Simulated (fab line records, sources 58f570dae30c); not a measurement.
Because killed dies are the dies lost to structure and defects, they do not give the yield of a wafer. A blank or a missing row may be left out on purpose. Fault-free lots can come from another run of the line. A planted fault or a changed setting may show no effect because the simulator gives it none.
Split-lot study -- flow berkeley_cmos170 -- 23 wafers read across 5 lots, on a route 331 steps long

## SPLIT DETAILS
At UCB170_M1_COAT_04 (resist thk 900 nm), the setting spin_rpm was moved away from the recipe's 1500 rpm on 7 of the 23 wafers read, by -4.3% to +6.3%. This setting was run at the recipe's value on the other wafers.

Reading taken at the split's own step.

## THE READING
KrF_of_M1_COAT_04.thk_nm (the simulator's own value, which no gauge read), in nm, at UCB170_M1_COAT_04 (resist thk 900 nm). The file gives no usual value for it. The 16 wafers here that ran the recipe average 901.2 nm, standard deviation 1.9 nm.

wafer,"tool, chamber at the split","spin_rpm as run, rpm",against the recipe,"KrF_of_M1_COAT_04.thk_nm, nm",against lot-mates on the recipe
L079.1,"litho_track-02, 0",1500,recipe,899.8,-
L079.5,"litho_track-02, 0",1500,recipe,899.8,-
L079.2,"litho_track-02, 0",1500,recipe,899.6,-
L079.3,"litho_track-02, 0",1500,recipe,899.3,-
L079.6,"litho_track-02, 0",1500,recipe,901.4,-
L078.1,"litho_track-01, 0",1594,+6.3%,871.3,-29.8
L078.2,"litho_track-01, 0",1500,recipe,900.4,-
L078.4,"litho_track-01, 0",1594,+6.3%,874.7,-26.4
L078.5,"litho_track-01, 0",1500,recipe,901.1,-
L078.6,"litho_track-01, 0",1500,recipe,901.8,-
L081.1,"litho_track-02, 0",1500,recipe,904,-
L081.2,"litho_track-02, 0",1500,recipe,905.3,-
L081.6,"litho_track-02, 0",1500,recipe,903.7,-
L084.1,"litho_track-03, 0",1500,recipe,898.6,-
L084.2,"litho_track-03, 0",1592,+6.1%,872.2,-27.0
L084.4,"litho_track-03, 0",1592,+6.1%,875.5,-23.7
L084.5,"litho_track-03, 0",1500,recipe,899.8,-
L084.6,"litho_track-03, 0",1592,+6.1%,872,-27.2
L085.1,"litho_track-01, 0",1436,-4.3%,921.5,+19.9
L085.2,"litho_track-01, 0",1500,recipe,901.5,-
L085.4,"litho_track-01, 0",1436,-4.3%,919.6,+18.0
L085.5,"litho_track-01, 0",1500,recipe,900.2,-
L085.6,"litho_track-01, 0",1500,recipe,903.2,-

FIT RESULTS
A straight line over all 23 wafers: KrF_of_M1_COAT_04.thk_nm changes by -4.54 nm for each +1% of spin_rpm; r = -0.99; the points scatter about the line by 1.8 nm.
The same after taking each lot's own level away (the mean of its wafers on the recipe; 23 wafers): -4.36 nm for each +1%; r = -1.00; scatter 1.2 nm.
The reading moves by 27 nm for the largest change in spin_rpm, on that fit.
The lots' own levels span 899.20 to 904.33 nm, that is 2.7 times the standard deviation above.
The two slopes agree, so the slope changes little with the lot-to-lot level.
Check: with one of the wafers moved furthest among these (+6.3%) left out of the fit, the line predicts -26.7 nm for it against its lot-mates. Against them it came out at -29.8 nm.

## FURTHER SPLITS ON THESE WAFERS
Other splits were also applied to these wafers ahead of the reading. Each is held against what the fit with the lots' levels taken away leaves over:
other split on the same wafers,wafers away from the commonest value,r with KrF_of_M1_COAT_04.thk_nm (lot level and that fit taken away)
UCB170_NWELL_CVD_04 time_s,18,+0.16
UCB170_NWELL_ETCH_13 time_s,8,+0.06
UCB170_ACTIVE_EXPOSE_10 dose_mj,8,+0.15
UCB170_PVT_IMPLANT_07 energy_kev,11,-0.20
UCB170_PLDD_EXPOSE_03 dose_mj,7,-0.29
UCB170_PSD_IMPLANT_08 energy_kev,10,-0.05
UCB170_CONTACT_COAT_04 resist_thk_nm,8,+0.04

## THE FILE'S OWN FIT
KrF_of_M1_COAT_04.thk_nm changes by -4.38 nm for each +1% of spin_rpm, r = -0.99.
